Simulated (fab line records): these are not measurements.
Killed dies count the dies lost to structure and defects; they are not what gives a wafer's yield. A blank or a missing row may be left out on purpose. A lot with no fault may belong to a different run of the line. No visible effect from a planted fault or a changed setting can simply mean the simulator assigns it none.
Struck lot and sound lot, side by side | flow rit cmos | 43 out of 202 route steps
Sound: these wafers, L265.3, L265.4, L265.6. Struck: wafer L277.6 (L277.4, L277.5, from the same lot, were not struck and are left out); the cause is given at the end.
At each step with rows: each side's tool, then ch and its chambers, then its first start. Under that, the readings that differ: sound wafers | struck wafers | difference of the means | sigmas: that difference in standard deviations of wafers without a fault.
alike: a reading whose means differ by less than 2 such deviations, as well as words and numbers matching on both sides. not compared: withheld readings; readings where some wafer has no value; bounds like >300 that might hide an equal value; numbers whose values overlap and for which the record gives no deviation.
A row with sigmas, a row that says differs or no value, or rows on one side alone: a step with any of these is where the two part. Numbers that don't overlap but have no deviation are shown without sigmas and don't part them. A reading that every wafer of one side lacks parts them only if that side has two wafers or more.

first, 1 step without rows for these wafers: RIT_SDANNEAL_RTA_03 (time 5 s).
RIT_SDANNEAL_RS_MEAS_04: the measuring method here is four-point-probe.
  sound: film metro-04 at day 4 03:08; struck: film metro-02 at day 6 17:56
  alike: PSD_RS
RIT_SDANNEAL_RS_MEAS_05: the measuring method here is four-point-probe.
  sound: film metro-04 at day 4 03:15; struck: film metro-02 at day 6 18:04
  alike: NSD_RS
RIT_SDANNEAL_RS_MEAS_06: the measuring method here is four-point-probe.
  sound: film metro-04 at day 4 03:22; struck: film metro-02 at day 6 18:11
  alike: PLDD_RS
RIT_SDANNEAL_RS_MEAS_07: the measuring method here is four-point-probe.
  sound: film metro-04 at day 4 03:29; struck: film metro-02 at day 6 18:18
  alike: NLDD_RS
then, 1 step without rows for these wafers: RIT_SILICIDE_WET_ETCH_00 (etches SiO2 in BOE, target depth 14 nm, time 15 s).
RIT_SILICIDE_SPUTTER_01: material Ti, target thk 30 nm, time 240 s.
  sound: pvd sputter-01 at day 4 03:38; struck: pvd sputter-01 at day 6 18:22
  alike: throttle valve pct
RIT_SILICIDE_RS_MEAS_02: the measuring method here is four-point-probe.
  sound: film metro-04 at day 4 03:50; struck: film metro-02 at day 6 18:35
  alike: SILICIDE_TI_RS
RIT_SILICIDE_THK_MEAS_03: measures by xrf.
  sound: film metro-04 at day 4 03:56; struck: film metro-02 at day 6 18:40
  alike: SILICIDE_TI_THK
RIT_SILICIDE_RTA_04: time 10 s, ramp up 5 s, ramp down 5 s.
  sound on rtp anneal-02 ch 0, day 4 04:00; struck on rtp anneal-02 ch 0, day 6 18:44
  alike: wafer_temp_C_max
then, 1 step without rows for these wafers: RIT_SILICIDE_WET_ETCH_05 (etches Ti in SPM, time 120 s).
RIT_SILICIDE_RTA_06: time 10 s, ramp up 5 s, ramp down 10 s.
  sound on rtp anneal-01 ch 0, day 4 04:06; struck on rtp anneal-01 ch 0, day 6 18:50
  alike: wafer_temp_C_max
RIT_CONTACT_CVD_00: deposits SiO2 from TEOS, target thk 400 nm, time 62.35 s.
  sound on pecvd-04 ch 0,1, day 4 04:09; struck on pecvd-04 ch 0, day 6 18:54
  reading                                  | sound           | struck | difference | sigmas
  model.SiO2_of_CONTACT_CVD_00.thk nm (nm) | 408.6 411 413.1 | 227.6  | -183.3     |
  alike: heater power w
RIT_CONTACT_THK_MEAS_01:
  sound: film metro-01 at day 4 04:13; struck: film metro-01 at day 6 18:58
  reading               | sound       | struck | difference | sigmas
  CONTACT_TEOS_THK (nm) | 409 411 413 | 228    | -183       | -41
then, 6 steps without rows for these wafers: RIT_CONTACT_HMDS_02 (prime time 60 s); RIT_CONTACT_COAT_03 (resist thk 991.3 nm); RIT_CONTACT_SOFTBAKE_04 (time 60 s); RIT_CONTACT_EXPOSE_05 (exposes mask M11, target cd 1000 nm); RIT_CONTACT_PEB_06; RIT_CONTACT_DEVELOP_07 (develop time 120 s).
RIT_CONTACT_CD_MEAS_08: the cd target is 1000 nm.
  sound: cd sem-01 at day 4 05:16; struck: cd sem-02 at day 6 20:01
  alike: cd nm
RIT_CONTACT_OVL_MEAS_09:
  sound: overlay-02 at day 4 05:22; struck: overlay-01 at day 6 20:05
  alike: CONTACT_OVL
then, 1 step without rows for these wafers: RIT_CONTACT_HARDBAKE_10 (time 60 s).
RIT_CONTACT_ETCH_11: etches SiO2 in CHF3/CF4/Ar, stops on TiSi2, target depth 480 nm, time 320 s.
  sound on rie diel-02 ch 0,2, day 4 05:40; struck on rie diel-01 ch 1, day 6 20:16
  reading                             | sound             | struck | difference | sigmas
  oes product au (a.u.)               | 1.009 0.983 1.022 | 0.963  | -0.042     | -3
  model.CONTACT.feature depth nm (nm) | 408.6 411 413.1   | 227.6  | -183.3     |
  model.etch.depth nm (nm)            | 408.6 411 413.1   | 227.6  | -183.3     |
  alike: chamber pressure mTorr, drypump motor current A, throttle valve pct
  not compared: rf hours counter h
RIT_CONTACT_STRIP_12: strips in O2, time 180 s.
  sound on plasma asher-04 ch 0,1, day 4 05:55; struck on plasma asher-01 ch 0, day 6 20:31
  alike: chamber pressure mTorr, drypump motor current A
  not compared: rf hours counter h
RIT_CONTACT_CD_MEAS_90: the cd target is 1000 nm.
  sound: cd sem-01 at day 4 06:04; struck: cd sem-01 at day 6 20:41
  alike: cd nm
then, 2 steps without rows for these wafers: RIT_CONTACT_CLEAN_13 (cleans in SC1, time 600 s); RIT_CONTACT_CLEAN_14 (cleans in SC2, time 600 s).
RIT_M1_SPUTTER_00: material Al, target thk 400 nm, time 500 s.
  sound: pvd sputter-04 at day 4 06:30; struck: pvd sputter-02 at day 6 21:06
  alike: throttle valve pct
RIT_M1_RS_MEAS_01: the measuring method here is four-point-probe.
  sound: film metro-02 at day 4 06:50; struck: film metro-01 at day 6 21:27
  alike: M1_AL_RS
RIT_M1_THK_MEAS_02: measures by xrf.
  sound: film metro-02 at day 4 06:56; struck: film metro-01 at day 6 21:32
  reading        | sound       | struck | difference | sigmas
  M1_AL_THK (nm) | 399 400 403 | 390    | -11        | -2
then, 6 steps without rows for these wafers: RIT_M1_HMDS_03 (prime time 60 s); RIT_M1_COAT_04 (resist thk 1300 nm); RIT_M1_SOFTBAKE_05 (time 60 s); RIT_M1_EXPOSE_06 (exposes mask M12, target cd 2600 nm); RIT_M1_PEB_07; RIT_M1_DEVELOP_08 (develop time 68 s).
RIT_M1_CD_MEAS_09: the cd target is 2600 nm.
  sound: cd sem-02 at day 4 07:59; struck: cd sem-02 at day 6 22:50
  alike: cd nm
RIT_M1_OVL_MEAS_10:
  sound: overlay-01 at day 4 08:05; struck: overlay-01 at day 6 22:55
  alike: M1_OVL
then, 1 step without rows for these wafers: RIT_M1_HARDBAKE_11 (time 120 s).
RIT_M1_METAL_ETCH_12: etches Al in Cl2/BCl3, stops on SiO2, time 165 s, target depth 600 nm.
  sound on rie metal-01 ch 0,1, day 4 08:24; struck on rie metal-01 ch 1, day 6 23:14
  reading                                  | sound             | struck | difference | sigmas
  model.SiO2_of_CONTACT_CVD_00.thk nm (nm) | 372.6 374.8 377.4 | 191.5  | -183.4     |
  alike: chamber pressure mTorr, drypump motor current A, oes product au, throttle valve pct
  not compared: rf hours counter h
then, 1 step without rows for these wafers: RIT_M1_STRIP_13 (strips in nmp, time 600 s).
RIT_M1_PROBE_99:
  sound: prober-01 at day 4 10:59; struck: prober-01 at day 7 02:28
  reading                                                 | sound                | struck | difference | sigmas
  model.etest.field p metal.vt v (V)                      | -29.23 -29.5 -29.25  | -20    | +9         |
  model.etest.nmos_0p15.junction log10 a um               | -13.51 -13.6 -13.64  | -11.63 | +1.95      |
  model.etest.nmos narrow.off log10 a um                  | -13.15 -13.17 -13.32 | -11.62 | +1.59      |
  model.etest.nmos_0p3.off log10 a um                     | -13.09 -13.1 -13.02  | -11.62 | +1.45      |
  model.etest.gate end array.leak log10 a um              | -12.9 -12.94 -12.81  | -11.47 | +1.41      |
  model.etest.pmos_0p15.junction log10 a um               | -13.81 -13.94 -13.8  | -12.61 | +1.24      |
  model.etest.contact diode array.leak log10 a (angstrom) | -9.468 -9.518 -9.447 | -8.38  | +1.10      |
  model.etest.antenna contact.gate log10 a cm2            | -6.314 -6.515 -6.692 | -5.519 | +0.988     |
  alike: killed at contacts, killed at front end, killed dies, killed open, killed short

## WHERE THEY PART
First at RIT_CONTACT_THK_MEAS_01; last, within this record, at RIT_M1_THK_MEAS_02. Later steps at which nothing parts them and some readings are alike: RIT_M1_CD_MEAS_09, RIT_M1_OVL_MEAS_10, RIT_M1_METAL_ETCH_12, RIT_M1_PROBE_99.

WHY: whatever the simulator had introduced
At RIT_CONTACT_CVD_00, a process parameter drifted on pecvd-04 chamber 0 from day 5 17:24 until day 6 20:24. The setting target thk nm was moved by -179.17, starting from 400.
